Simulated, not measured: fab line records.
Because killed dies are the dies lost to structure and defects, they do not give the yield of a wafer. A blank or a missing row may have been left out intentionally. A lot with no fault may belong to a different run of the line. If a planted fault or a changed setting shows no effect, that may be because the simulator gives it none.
Code-filled problem report in 8D (eight disciplines) form    flow berkeley_cmos170    the parts of the form that need people (team, actions taken, sign-off) are left out

## 1. PROBLEM STATEMENT
At UCB170_NWELL_SOFTBAKE_08, run_length_s averages 107.00 s over 9 wafers from 3 lots, while fault-free wafers read 89.13 s, standard deviation 0.13. That is +99 or more standard deviations from the usual mean.
The step: time 60 s.
The first sign was on wafer L649.2 at day 3 14:03, on litho_track-03. Wafers with a number at this step in the record: 45, from 15 lots. Rule for "out" (also "out of limits"): further than 4 standard deviations from the usual mean. Any other wafer with a number is counted as sound.

## 2. WHAT THIS IS AND IS NOT
question                     is                      is not
which readings at this step  run_length_s            -
which lots                   L649, L653, L655        L644, L645, L646, L652, L656, L657, L659, L662, L663, L665, L666, L667
which wafers of those lots   all that have a number  -
read on which tools          litho_track-03          litho_track-01, litho_track-04
when                         from day 3 14:03        up to then (9 sound wafers); but 27 sound wafers of L652, L656, L657, L659, L662, L663, L665, L666, L667 came after

## 3. WHAT RULES OUT EACH SUSPECT
Counting: any tool at a process step up to the reading is kept as a suspect provided that every lot that is out went through it and no sound lot did after the first of them.
- litho_track-03 at UCB170_NWELL_SOFTBAKE_08 (time 60 s): ruled out as a lasting fault. Following L649 (day 3 14:03), the first lot on it that is out, the sound lots L667 were run on it.
Left after counting: nothing in the record.

## 4. THE CAUSE (what the simulator had put in)
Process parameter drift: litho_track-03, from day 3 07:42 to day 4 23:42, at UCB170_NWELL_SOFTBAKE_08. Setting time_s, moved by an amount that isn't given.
Counting ruled it out, wrongly.

## 5. THE CHAIN OF EFFECTS, in route order
One row per reading whose mean, taken over the struck wafers that have a number, lies over 3 standard deviations from the usual. Readings are gone through only where the record gives a usual standard deviation; hours: the median, over the lots, of the time from a lot's start at the first step in this table giving one to that lot's start at this step; sigmas: the change measured in usual standard deviations.
hours  step                      reading       usual    on struck wafers  change  sigmas
0      UCB170_NWELL_SOFTBAKE_08  run_length_s  89.13 s  107.00            +17.87  +99 or more
It contains these process steps:
- UCB170_NWELL_SOFTBAKE_08: time 60 s.
At these later measuring or inspecting steps, every struck wafer for which the step has a row has a number for every such reading, and none has moved that far: UCB170_FIELD_THK_MEAS_90.

## 6. HOW IT WOULD HAVE BEEN CAUGHT EARLIER
The fault began at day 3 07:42; the first out-of-limits reading in this record came at day 3 14:03, 6 hours later.
